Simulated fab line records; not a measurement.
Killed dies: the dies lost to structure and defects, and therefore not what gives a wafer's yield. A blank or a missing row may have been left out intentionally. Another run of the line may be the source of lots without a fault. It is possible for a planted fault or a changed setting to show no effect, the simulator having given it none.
The tool behind it: which one? | flow rit-cmos | 12 lots, 36 wafers sampled, at 3 steps of a route of 202

## WHAT EACH GAUGE READ, for each wafer
RIT_NWELL_TW_MEAS_10.
lot  | measured    | on            | NWELL_TW
L886 | day 1 21:22 | film-metro-04 | 2148 2151 2155
L887 | day 2 04:01 | film-metro-02 | 2166 2161 2168
L888 | day 2 07:46 | film-metro-03 | 2170 2159 2159
L889 | day 2 14:28 | film-metro-02 | 2181 2168 2174
L890 | day 2 17:06 | film-metro-02 | 2157 2155 2162
L895 | day 3 18:43 | film-metro-03 | 2168 2176 2173
L896 | day 3 22:58 | film-metro-03 | 2011 2031 2027
L898 | day 4 08:49 | film-metro-02 | 2003 2005 1998
L905 | day 5 20:58 | film-metro-03 | 2172 2174 2173
L906 | day 6 01:56 | film-metro-03 | 2170 2171 2178
L908 | day 6 10:59 | film-metro-04 | 2156 2161 2169
L909 | day 6 17:26 | film-metro-02 | 2161 2152 2162

RIT_WELLDRIVE_RS_MEAS_01: measures by four-point-probe.
lot  | measured    | on            | NWELL_RS (ohm/sq)
L886 | day 2 04:49 | film-metro-02 | 275.2 276.0 275.0
L887 | day 2 10:44 | film-metro-03 | 275.3 275.7 276.3
L888 | day 2 14:52 | film-metro-02 | 274.5 273.4 274.6
L889 | day 2 22:52 | film-metro-03 | 275.5 275.2 274.3
L890 | day 2 23:47 | film-metro-04 | 276.7 276.2 276.7
L895 | day 4 01:25 | film-metro-02 | 276.0 275.9 275.4
L896 | day 4 05:41 | film-metro-02 | 317.7 316.9 316.9
L898 | day 4 15:44 | film-metro-04 | 319.5 319.0 318.5
L905 | day 6 03:39 | film-metro-04 | 276.6 275.2 275.3
L906 | day 6 08:46 | film-metro-03 | 275.4 275.2 274.8
L908 | day 6 17:50 | film-metro-03 | 275.1 274.0 274.1
L909 | day 7 00:09 | film-metro-02 | 275.8 275.4 274.8

## EACH LOT AND THE TOOL THAT RAN IT (in order: tool; ch and the chambers of the sampled wafers; start)
lot  | RIT_NWELL_IMPLANT_08
L886 | implanter-02 ch 0, day 1 21:02
L887 | implanter-01 ch 0, day 2 03:41
L888 | implanter-01 ch 0, day 2 07:28
L889 | implanter-01 ch 0, day 2 14:08
L890 | implanter-02 ch 0, day 2 16:46
L895 | implanter-03 ch 0, day 3 18:23
L896 | implanter-01 ch 0, day 3 22:40
L898 | implanter-01 ch 0, day 4 08:31
L905 | implanter-03 ch 0, day 5 20:38
L906 | implanter-02 ch 0, day 6 01:37
L908 | implanter-03 ch 0, day 6 10:39
L909 | implanter-01 ch 0, day 6 17:08
- RIT_NWELL_IMPLANT_08

## AS READ BY THE TOOLS THEMSELVES (means over the sampled wafers that have a number; for cases with no such wafer, the mark the record gives instead)
RIT_NWELL_IMPLANT_08.
lot  | tool         | beam-energy-keV | beam-on-s (s) | dose-ions-cm2 | faraday-current-uA
L886 | implanter-02 | 169.97          | 10.17         | 5.006e+13     | 156
L887 | implanter-01 | 170.02          | 10.12         | 5.006e+13     | 157
L888 | implanter-01 | 170.03          | 9.89          | 4.993e+13     | 161
L889 | implanter-01 | 170.01          | 10.00         | 5.002e+13     | 159
L890 | implanter-02 | 169.96          | 9.86          | 5.000e+13     | 161
L895 | implanter-03 | 169.99          | 9.95          | 4.996e+13     | 160
L896 | implanter-01 | 170.01          | 7.77          | 5.003e+13     | 204
L898 | implanter-01 | 170.02          | 8.11          | 4.997e+13     | 195
L905 | implanter-03 | 170.03          | 9.94          | 5.002e+13     | 160
L906 | implanter-02 | 169.95          | 9.97          | 4.996e+13     | 159
L908 | implanter-03 | 170.01          | 9.97          | 4.993e+13     | 159
L909 | implanter-01 | 170.06          | 10.08         | 5.003e+13     | 157

## THE ANSWER, worked out from the rows above alone
Rule: the usual values come from the lots themselves. The widest of any qualifying gaps counts: lots, ordered by their means at a reading, are off when they make up no more than a third of the lots, leave a main group of 4 or more, and stand apart from it by 3 or more times the standard deviation of that group's means. If all means in a main group match to the digits the tables above print for the reading, that group is not used. Also off: a lot with no number at a reading for which 4 or more lots have one. Any other lot the step has rows for is counted as sound. Order of review: gauges by route order, followed by the tools' own readings, for which a lot's mean as printed above is used. The first step at which some lot is off is used, and at that step the reading that is off furthest; a lot without a number counts as furthest.
Off: L896, L898, seen at RIT_NWELL_TW_MEAS_10 (NWELL_TW). Main group: mean 2165, sd 7.5.
If a tool, at a process step before that reading, ran all the lots that are off and no sound lot after the first of them, it fits. Not tried: the gauges at RIT_NWELL_TW_MEAS_10; whatever is off there is also off at RIT_NWELL_IMPLANT_08, on other tools, and gauge error can't account for it. None of those tried fits.

## WHAT HAD BEEN PUT IN BY THE SIMULATOR
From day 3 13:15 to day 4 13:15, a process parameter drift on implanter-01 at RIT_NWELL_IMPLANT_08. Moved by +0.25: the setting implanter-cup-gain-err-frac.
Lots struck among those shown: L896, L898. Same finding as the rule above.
